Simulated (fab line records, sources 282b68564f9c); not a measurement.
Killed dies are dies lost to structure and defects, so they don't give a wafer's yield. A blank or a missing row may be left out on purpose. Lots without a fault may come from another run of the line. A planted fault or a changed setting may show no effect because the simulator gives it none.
A struck lot beside a sound one | flow rit_cmos | 15 steps out of a route of 202
Sound: wafers L900.1, L900.5, L900.6. Struck: wafers L907.1, L907.3, L907.5. The cause comes at the end.
At each step with rows: each side's tool, then ch and its chambers, then its first start. Under that, the readings that differ: sound wafers | struck wafers | difference of the means | sigmas: that difference in standard deviations of wafers without a fault.
alike: readings whose means differ by less than 2 such deviations, and words and numbers that are the same on both sides. not compared: withheld readings, readings that some wafer has no value for, bounds like >300 that may hide the same value, and numbers for which the record gives no deviation and whose values overlap.
The two part at a step that has a row with sigmas, a row that says differs or no value, or rows on one side only. Numbers that don't overlap but have no deviation are shown without sigmas and don't part them. A reading that every wafer of one side lacks parts them only if that side has two wafers or more.

first, 4 steps without rows for these wafers: RIT_CONTACT_SOFTBAKE_04 (time 60 s); RIT_CONTACT_EXPOSE_05 (exposes mask M11, target cd 1000 nm); RIT_CONTACT_PEB_06; RIT_CONTACT_DEVELOP_07 (develop time 120 s).
RIT_CONTACT_CD_MEAS_08: target cd 1000 nm.
  sound on cd_sem-01, day 3 23:03; struck on cd_sem-02, day 5 16:41
  alike: cd_nm
RIT_CONTACT_OVL_MEAS_09:
  sound on overlay-02, day 3 23:10; struck on overlay-02, day 5 16:49
  alike: CONTACT_OVL
then, 1 step without rows for these wafers: RIT_CONTACT_HARDBAKE_10 (time 60 s).
RIT_CONTACT_ETCH_11: etches SiO2 in CHF3/CF4/Ar, stops on TiSi2, target depth 480 nm, time 320 s.
  sound on rie_diel-03 ch 0,1,2, day 3 23:22; struck on rie_diel-01 ch 0,3, day 5 16:59
  alike: O2_flow_sccm, drypump_motor_current_A, oes_product_au, throttle_valve_pct
  not compared: rf_hours_counter_h
RIT_CONTACT_STRIP_12: strips in O2, time 180 s.
  sound on plasma_asher-01 ch 0,1, day 3 23:33; struck on plasma_asher-01 ch 1, day 5 17:11
  alike: drypump_motor_current_A, o2_flow_sccm
  not compared: rf_hours_counter_h
RIT_CONTACT_CD_MEAS_90: target cd 1000 nm.
  sound on cd_sem-01, day 3 23:44; struck on cd_sem-02, day 5 17:22
  alike: cd_nm
then, 2 steps without rows for these wafers: RIT_CONTACT_CLEAN_13 (cleans in SC1, time 600 s); RIT_CONTACT_CLEAN_14 (cleans in SC2, time 600 s).
RIT_M1_SPUTTER_00: material Al, target thk 400 nm, time 500 s.
  sound on pvd_sputter-03, day 4 00:13; struck on pvd_sputter-03, day 5 18:17
  alike: substrate_temp_c, throttle_valve_pct
RIT_M1_RS_MEAS_01: measures by four-point-probe.
  sound on film_metro-02, day 4 00:31; struck on film_metro-01, day 5 18:57
  reading           | sound                | struck               | difference | sigmas
  M1_AL_RS (ohm/sq) | 0.0740 0.0747 0.0726 | 0.0365 0.0366 0.0366 | -0.0372    | -40
RIT_M1_PROBE_99:
  the record has rows for the sound wafers here (prober-02, day 4 04:23) and none for the struck ones

WHERE THEY PART
First at RIT_M1_RS_MEAS_01; last, within this record, at RIT_M1_PROBE_99.

WHY: what the simulator had put in
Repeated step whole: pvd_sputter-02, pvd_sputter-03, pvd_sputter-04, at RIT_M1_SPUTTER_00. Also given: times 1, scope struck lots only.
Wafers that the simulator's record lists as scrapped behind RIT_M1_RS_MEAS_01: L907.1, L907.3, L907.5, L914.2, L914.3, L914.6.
